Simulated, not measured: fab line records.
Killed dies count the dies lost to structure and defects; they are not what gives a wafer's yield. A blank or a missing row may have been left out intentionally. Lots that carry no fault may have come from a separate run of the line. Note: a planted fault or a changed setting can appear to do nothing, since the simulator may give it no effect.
Struck lot and sound lot, side by side + flow berkeley-cmos170 + 15 out of 331 route steps
Sound: wafers L632.1, L632.2, L632.5. Struck: wafers L648.3, L648.5. (L648.6 of the same lot was not struck and is left out.) The cause comes at the end.
At each step with rows: each side's tool, then ch and its chambers, then its first start. Under that, the readings that differ: sound wafers + struck wafers + difference of the means + sigmas: that difference in standard deviations of wafers without a fault.
alike: words and numbers the same on both sides, and readings whose means are apart by under 2 such deviations; not compared: readings that were withheld, readings missing a value for some wafer, numbers with overlapping values and no deviation given by the record, and bounds like >300 which may hide the same value.
Wherever a step has rows on one side only, a row that says differs or no value, or a row with sigmas, the two part there. Numbers that have no deviation but don't overlap get no sigmas and don't part them. A reading missing from all wafers of one side parts the sides only when that side holds two or more wafers.

first, 5 steps without rows for these wafers: UCB170_M1_COAT_04 (resist thk 900 nm); UCB170_M1_SOFTBAKE_05 (time 60 s); UCB170_M1_EXPOSE_06 (exposes mask METAL1, target cd 700 nm); UCB170_M1_PEB_07; UCB170_M1_DEVELOP_08 (develop time 45.92 s).
UCB170_M1_CD_MEAS_09 targets a cd of 700 nm.
  sound on cd-sem-02, day 9 02:20; struck on cd-sem-02, day 12 03:07
  alike: cd-nm
UCB170_M1_OVL_MEAS_10:
  sound on overlay-02, day 9 02:28; struck on overlay-02, day 12 03:13
  alike: M1_OVL
UCB170_M1_ETCH_11: etches BARC in N2/H2.
  sound on rie-diel-01 ch 0,1,2, day 9 02:30; struck on rie-diel-02 ch 3, day 12 03:14
| reading                     | sound       | struck  | difference | sigmas |
|-----------------------------|-------------|---------|------------|--------|
| drypump-motor-current-A (A) | 5.2 6.5 6.1 | 4.8 4.8 | -1.1       | -2     |
  alike: oes-product-au, throttle-valve-pct
UCB170_M1_METAL_ETCH_12: etches Al in Cl2/BCl3, stops on PSG, target depth 780 nm, time 132.9 s.
  sound on rie-metal-01 ch 0,1, day 9 02:32; struck on rie-metal-04 ch 1, day 12 03:19
| reading                | sound             | struck      | difference | sigmas |
|------------------------|-------------------|-------------|------------|--------|
| throttle-valve-pct (%) | 24.32 24.51 24.32 | 24.10 24.10 | -0.28      | -2     |
  alike: drypump-motor-current-A, mfc-cl2-sccm, oes-product-au
  not compared: rf-hours-counter-h
UCB170_M1_STRIP_13: strips in O2.
  sound on plasma-asher-04 ch 0,1, day 9 02:40; struck on plasma-asher-02 ch 1, day 12 03:26
| reading                     | sound       | struck  | difference | sigmas |
|-----------------------------|-------------|---------|------------|--------|
| drypump-motor-current-A (A) | 6.5 6.3 6.4 | 4.6 4.7 | -1.8       | -2     |
  alike: oes-product-au
  not compared: rf-hours-counter-h
UCB170_M1_CD_MEAS_90 targets a cd of 700 nm.
  sound on cd-sem-02, day 9 02:46; struck on cd-sem-01, day 12 03:33
  alike: cd-nm
then, 1 step without rows for these wafers: UCB170_M1_ANNEAL_14 (time 1200 s).
UCB170_V1_CVD_00: deposits SiO2 from TEOS/O2, target thk 2000 nm, time 250 s.
  sound on pecvd-02 ch 0,1, day 9 04:50; struck on pecvd-03 ch 2, day 12 05:56
| reading                             | sound          | struck    | difference | sigmas |
|-------------------------------------|----------------|-----------|------------|--------|
| model.SiO2_of_V1_CVD_00.thk-nm (nm) | 1989 1999 2027 | 1204 1224 | -791       |        |
  alike: heater-power-w
UCB170_V1_THK_MEAS_01:
  sound on film-metro-03, day 9 04:59; struck on film-metro-04, day 12 06:20
| reading          | sound          | struck    | difference | sigmas |
|------------------|----------------|-----------|------------|--------|
| V1_TEOS_THK (nm) | 1988 2000 2028 | 1204 1224 | -791       | -32    |
  not compared: hold
UCB170_V1_CMP_02: polishes SiO2.
  sound on cmp-01 ch 0,3, day 9 05:03; struck on cmp-02 ch 0, day 12 12:07
| reading             | sound          | struck                                            | difference                   | sigmas |
|---------------------|----------------|---------------------------------------------------|------------------------------|--------|
| hold                | - - -          | await-dispo/5.7h/release await-dispo/5.7h/release | no value on the sound wafers |        |
| motor-current-A (A) | 15.5 17.1 15.9 | 13.3 13.3                                         | -2.9                         | -3     |

== WHERE THEY PART ==
At UCB170_M1_ETCH_11 first; at UCB170_V1_CMP_02 last (within this record only).

WHY: what the simulator had put in
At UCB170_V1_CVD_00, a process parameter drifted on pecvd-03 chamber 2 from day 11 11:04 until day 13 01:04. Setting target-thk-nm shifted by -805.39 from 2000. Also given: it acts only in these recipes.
